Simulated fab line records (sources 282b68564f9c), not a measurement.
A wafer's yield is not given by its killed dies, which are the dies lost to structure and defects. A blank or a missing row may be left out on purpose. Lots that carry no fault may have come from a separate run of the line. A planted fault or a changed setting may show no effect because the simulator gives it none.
A struck lot beside a sound one + flow ritCmos + 15 steps out of a route of 202
Sound: the wafers L648.2, L648.4, L648.6. The struck wafers were L639.3, L639.4, L639.5. The cause comes at the end.
Per side, at each step with rows, come the tool, then ch with its chambers, and then its first start. Under that, the readings that differ: sound wafers + struck wafers + difference of the means + sigmas: that difference in standard deviations of wafers without a fault.
alike: words and numbers the same on both sides, and readings whose means are apart by under 2 such deviations; not compared: readings that were withheld, readings missing a value for some wafer, numbers with overlapping values and no deviation given by the record, and bounds like >300 which may hide the same value.
Wherever a step has rows on one side only, a row that says differs or no value, or a row with sigmas, the two part there. Numbers that have no deviation but don't overlap get no sigmas and don't part them. A reading missing from all wafers of one side parts the sides only when that side holds two or more wafers.

first, 2 steps without rows for these wafers: RIT_NSD_PEB_04; RIT_NSD_DEVELOP_05 (develop time 50 s).
RIT_NSD_OVL_MEAS_06:
  sound on overlay-02 at day 7 02:25; struck on overlay-02 at day 4 23:44
  alike: NSD_OVL
then, 2 steps without rows for these wafers: RIT_NSD_HARDBAKE_07 (time 60 s); RIT_NSD_IMPLANT_08.
RIT_NSD_STRIP_09: strips in O2, time 180 s.
  sound on plasmaAsher-01 ch 0,1, day 7 02:44; struck on plasmaAsher-01 ch 0,1, day 5 00:07
  alike: chamberPressureMTorr, drypumpMotorCurrentA
  not compared: rfHoursCounterH
RIT_NSD_TW_MEAS_10:
  sound on filmMetro-01 at day 7 02:56; struck on filmMetro-01 at day 5 00:15
  alike: NSD_TW
then, 5 steps without rows for these wafers: RIT_PSD_HMDS_00 (prime time 60 s); RIT_PSD_COAT_01 (resist thk 1000 nm); RIT_PSD_SOFTBAKE_02 (time 60 s); RIT_PSD_EXPOSE_03 (exposes mask M10, target cd 40900 nm); RIT_PSD_PEB_04.
RIT_PSD_DEVELOP_05: develop time 50 s.
  sound on lithoTrack-04 ch 0, day 7 03:00; struck on lithoTrack-01 ch 0, day 5 01:00
| reading            | sound             | struck            | difference | sigmas |
|--------------------|-------------------|-------------------|------------|--------|
| developerTempC (C) | 22.91 22.88 23.04 | 20.67 20.68 20.74 | -2.25      | -20    |
RIT_PSD_OVL_MEAS_06:
  sound on overlay-02 at day 7 03:58; struck on overlay-01 at day 5 01:09
  alike: PSD_OVL
RIT_M1_PROBE_99:
  sound on prober-01 at day 7 12:33; struck on prober-02 at day 5 09:46
  alike: killedAtContacts, killedAtFrontEnd, killedDies, killedOpen, killedShort

WHERE THEY PART
Only at RIT_PSD_DEVELOP_05, within this record. Later steps at which nothing parts them and some readings are alike: RIT_PSD_OVL_MEAS_06, RIT_M1_PROBE_99.

WHY: the cause the simulator had injected
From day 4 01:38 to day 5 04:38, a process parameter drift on lithoTrack-01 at RIT_PSD_DEVELOP_05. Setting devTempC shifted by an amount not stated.
